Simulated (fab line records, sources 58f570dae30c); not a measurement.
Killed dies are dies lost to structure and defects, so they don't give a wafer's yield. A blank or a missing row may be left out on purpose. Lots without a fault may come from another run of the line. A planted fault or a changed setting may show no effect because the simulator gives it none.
Which tool did it? | flow berkeley_cmos170 | 14 lots, 42 wafers sampled, at 2 steps of a route of 331

WHAT THE GAUGES READ, wafer by wafer
UCB170_PLDD_CD_MEAS_06: target cd 1200 nm. Usual: cd_nm 1200.2 nm, standard deviation 1.5.
lot  | measured     | on        | cd_nm (nm)           | flag
L485 | day 7 23:23  | cd_sem-01 | 1201.2 1202.6 1201.0 |
L486 | day 8 00:07  | cd_sem-01 | 1199.1 1200.8 1201.7 |
L484 | day 8 00:25  | cd_sem-01 | 1199.9 1199.4 1201.5 |
L487 | day 8 01:23  | cd_sem-01 | 1197.6 1197.9 1198.5 |
L488 | day 8 08:10  | cd_sem-01 | 1199.3 1199.9 1199.3 |
L489 | day 8 22:59  | cd_sem-02 | 1199.0 1199.8 1200.6 |
L491 | day 8 23:16  | cd_sem-01 | 1199.8 1199.2 1198.0 |
L494 | day 9 17:35  | cd_sem-02 | 1199.6 1199.9 1199.6 |
L495 | day 9 17:51  | cd_sem-01 | 1201.4 1200.0 1200.9 |
L493 | day 9 18:08  | cd_sem-01 | 1202.0 1202.0 1202.5 |
L498 | day 10 15:37 | cd_sem-01 | 1199.6 1200.3 1200.6 |
L497 | day 10 15:54 | cd_sem-02 | 1197.7 1197.6 1198.7 |
L502 | day 11 22:00 | cd_sem-02 | 1201.4 1201.7 1201.5 |
L503 | day 11 22:53 | cd_sem-02 | 1199.2 1200.3 1199.7 |

UCB170_NSD_TW_MEAS_10. Usual: NSD_TW 4182, standard deviation 37.
lot  | measured     | on            | NSD_TW         | flag
L485 | day 8 17:20  | film_metro-03 | 4208 4195 4194 |
L486 | day 8 17:13  | film_metro-01 | 4162 4167 4173 |
L484 | day 8 17:42  | film_metro-03 | 4202 4192 4197 |
L487 | day 8 17:35  | film_metro-01 | 4187 4160 4145 |
L488 | day 8 20:05  | film_metro-01 | 4181 4177 4186 |
L489 | day 9 15:05  | film_metro-03 | 4226 4223 4224 |
L491 | day 9 15:12  | film_metro-01 | 4139 4144 4148 |
L494 | day 10 06:28 | film_metro-01 | 4159 4172 4160 |
L495 | day 10 06:45 | film_metro-04 | 4237 4220 4233 |
L493 | day 10 06:58 | film_metro-03 | 4180 4192 4194 |
L498 | day 11 06:23 | film_metro-01 | 4132 4145 4122 |
L497 | day 11 06:07 | film_metro-04 | 4247 4224 4250 |
L502 | day 12 11:07 | film_metro-03 | 4183 4156 4139 |
L503 | day 12 11:46 | film_metro-01 | 4150 4138 4151 |

WHICH TOOL RAN EACH LOT (tool, then ch and the chambers of the sampled wafers, then the start)
The record holds no process step before these readings.

WHAT THE TOOLS THEMSELVES READ (means of the sampled wafers that have a number; where no wafer has one, the mark that the record gives instead)
The record holds no such reading with a usual standard deviation.

THE ANSWER, worked out from the rows above alone
Rule: a lot is off if the mean of its wafers that have a number lies more than 3 standard deviations from the usual mean. A lot without any number at a reading at which 4 lots or more have one is off too. The other lots that the step has rows for count as sound. The gauges are gone through in route order, then the tools' own readings, and for those a lot's mean is taken as printed above. The first step at which some lot is off is used, and at that step the reading that is off furthest; a lot without a number counts as furthest.
No lot is off at any reading shown: from this, nothing can be told.

WHAT THE SIMULATOR HAD PUT IN
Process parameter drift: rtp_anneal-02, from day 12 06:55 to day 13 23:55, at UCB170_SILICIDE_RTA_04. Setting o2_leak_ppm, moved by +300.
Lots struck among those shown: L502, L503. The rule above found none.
